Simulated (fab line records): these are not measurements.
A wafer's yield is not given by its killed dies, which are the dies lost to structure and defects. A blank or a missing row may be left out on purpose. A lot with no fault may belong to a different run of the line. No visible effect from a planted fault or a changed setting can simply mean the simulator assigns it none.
Chamber matching + flow berkeleyCmos170 + UCB170_CONTACT_ETCH_17 on rieDiel-02: 4 sister chambers
The step etches BARC in N2/H2. 14 wafers are shown with their chamber, then 7 later ones without.

WAFERS WITH THEIR CHAMBER
| wafer  | chamber | drypumpMotorCurrentA (A) | oesProductAu (a.u.) | throttleValvePct (%) |
|--------|---------|--------------------------|---------------------|----------------------|
| L734.1 | 0       | 6.04                     | 1.041               | 13.22                |
| L734.2 | 2       | 5.79                     | 0.994               | 13.24                |
| L734.4 | 3       | 5.57                     | 1.012               | 13.26                |
| L737.1 | 2       | 5.74                     | 0.980               | 13.26                |
| L737.5 | 1       | 5.69                     | 0.987               | 13.15                |
| L737.6 | 0       | 6.06                     | 1.046               | 13.20                |
| L736.2 | 2       | 5.78                     | 0.975               | 13.25                |
| L736.3 | 0       | 6.08                     | 1.039               | 13.21                |
| L736.5 | 1       | 5.68                     | 0.988               | 13.16                |
| L741.1 | 0       | 6.07                     | 1.037               | 13.22                |
| L741.4 | 2       | 5.77                     | 0.981               | 13.25                |
| L741.5 | 2       | 5.74                     | 0.985               | 13.25                |
| L745.2 | 0       | 6.03                     | 1.037               | 13.21                |
| L745.4 | 3       | 5.58                     | 1.007               | 13.25                |

SIGNATURES, as means of the wafers listed above
| reading              | chamber 0 | chamber 1 | chamber 2 | chamber 3 | scatter within a chamber |
|----------------------|-----------|-----------|-----------|-----------|--------------------------|
| drypumpMotorCurrentA | 6.0560    | 5.6850    | 5.7640    | 5.5750    | 0.0198                   |
| oesProductAu         | 1.04000   | 0.98750   | 0.98300   | 1.00950   | 0.00521                  |
| throttleValvePct     | 13.2120   | 13.1550   | 13.2500   | 13.2550   | 0.00762                  |
Rule: a wafer's distance from a chamber is the root of the sum, over the readings, of the square of ((its reading less the chamber's mean) divided by the reading's scatter). The wafer belongs to the nearest chamber; if the next one is less than 2 further off, it can't be placed. The scatter: the root of (the sum of the squares of (reading less its chamber's mean) over the shown wafers, divided by (wafers less chambers)).

WAFERS WITH NO CHAMBER GIVEN
| wafer  | drypumpMotorCurrentA (A) | oesProductAu (a.u.) | throttleValvePct (%) |
|--------|--------------------------|---------------------|----------------------|
| L745.6 | 6.05                     | 1.033               | 13.19                |
| L748.1 | 6.06                     | 1.028               | 13.20                |
| L748.2 | 5.72                     | 0.983               | 13.15                |
| L748.4 | 5.56                     | 1.011               | 13.25                |
| L749.1 | 5.75                     | 0.978               | 13.24                |
| L749.3 | 5.67                     | 0.979               | 13.16                |
| L749.5 | 5.55                     | 1.017               | 13.25                |

EACH ONE'S CHAMBER
| wafer  | from the rows above | in truth |
|--------|---------------------|----------|
| L745.6 | 0                   | 0        |
| L748.1 | 0                   | 0        |
| L748.2 | 1                   | 1        |
| L748.4 | 3                   | 3        |
| L749.1 | 2                   | 2        |
| L749.3 | 1                   | 1        |
| L749.5 | 3                   | 3        |
Correctly placed: 7 of 7. From these rows, 0 cannot be placed. Wrongly placed: 0.
